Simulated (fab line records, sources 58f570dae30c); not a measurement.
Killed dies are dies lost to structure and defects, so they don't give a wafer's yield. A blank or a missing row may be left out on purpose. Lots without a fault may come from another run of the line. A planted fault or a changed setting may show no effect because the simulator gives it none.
One fault seen from 2 desks | flow berkeley_cmos170 | each desk has only its own numbers; what lay behind them comes last

THE TOOL OWNER'S DESK: lpcvd-02
The tool's own readings at UCB170_CONTACT_CVD_01 (deposits PSG from SiH4/O2/PH3, target thk 700 nm, time 2820 s): means of the sampled wafers that have a number, for each lot that ran on this tool. A lot is out of limits, marked OUT, if its mean lies more than 4 standard deviations from the usual mean; the brackets give that distance.
Columns: A = o2_flow_sccm at UCB170_CONTACT_CVD_01, usual 89.95 sccm; B = susceptor_temp_C at UCB170_CONTACT_CVD_01, usual 449.98 C
lot  | first seen here | A               | B
L274 | day 8 11:01     | 89.58           | 449.84
L279 | day 8 15:38     | 90.00           | 449.99
L281 | day 9 10:57     | 90.12           | 449.71
L282 | day 9 12:44     | 89.95           | 450.16
L283 | day 9 12:44     | 89.78           | 450.08
L284 | day 10 05:10    | 90.05           | 449.80
L291 | day 11 18:55    | 71.86 (-72) OUT | 450.12
L294 | day 11 18:55    | 72.10 (-71) OUT | 450.08
L295 | day 12 05:38    | 71.72 (-73) OUT | 450.12
This desk's finding: out of limits on L291, L294, L295; first on L291, day 11 18:55 (o2_flow_sccm at UCB170_CONTACT_CVD_01). In limits: L274, L279, L281, L282, L283, L284.

THE METROLOGY DESK
What the gauges read, lot by lot, whatever tool the lot ran on: means of the sampled wafers that have a number. A lot is out of limits, marked OUT, if its mean lies more than 4 standard deviations from the usual mean; the brackets give that distance.
Columns: A = NSD_RS at UCB170_SDANNEAL_RS_MEAS_03, usual 37.27 ohm/sq; B = SILICIDE_TI_THK at UCB170_SILICIDE_THK_MEAS_03, usual 30.8 nm; C = CONTACT_PSG_THK at UCB170_CONTACT_THK_MEAS_02, usual 700 nm
lot  | first seen here | A     | B    | C
L274 | day 8 10:01     | 37.35 | 31.3 | 697
L277 | day 8 10:58     | 37.12 | 30.6 | 695
L275 | day 8 11:04     | 37.20 | 31.2 | 701
L276 | day 8 11:12     | 37.29 | 31.0 | 706
L279 | day 8 14:22     | 37.19 | 30.8 | 706
L278 | day 8 14:43     | 37.33 | 30.7 | 707
L281 | day 9 09:55     | 37.27 | 30.3 | 694
L282 | day 9 10:18     | 37.31 | 30.5 | 694
L283 | day 9 10:33     | 37.27 | 31.0 | 697
L285 | day 9 22:37     | 37.19 | 30.9 | 685
L284 | day 10 04:16    | 37.27 | 31.2 | 696
L294 | day 11 17:51    | 37.25 | 31.0 | 634 (-11) OUT
L291 | day 11 17:53    | 37.30 | 30.8 | 629 (-12) OUT
L295 | day 12 04:44    | 37.42 | 30.8 | 630 (-12) OUT
L296 | day 12 04:59    | 37.44 | 31.1 | 700
This desk's finding: out of limits on L291, L294, L295; first on L294, day 11 20:42 (CONTACT_PSG_THK at UCB170_CONTACT_THK_MEAS_02). In limits: L274, L277, L275, L276, L279, L278, L281, L282, L283, L285, L284, L296.

PUT TOGETHER
The tool owner's desk could have raised an alarm at day 11 18:55, on L291, L294, L295.
The metrology desk could have raised an alarm at day 11 20:42, on L291, L294, L295.
Of the lots named, all ran UCB170_CONTACT_CVD_01 on lpcvd-02.

WHAT THE SIMULATOR HAD PUT IN
Process parameter drift: lpcvd-02, from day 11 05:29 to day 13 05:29, at UCB170_CONTACT_CVD_01. Setting o2_flow_sccm, moved by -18, from 90.
Lots struck among those shown: L291, L294, L295.
Hours from the fault's start to each desk's first reading out of limits: the tool owner's desk, 13; the metrology desk, 15.
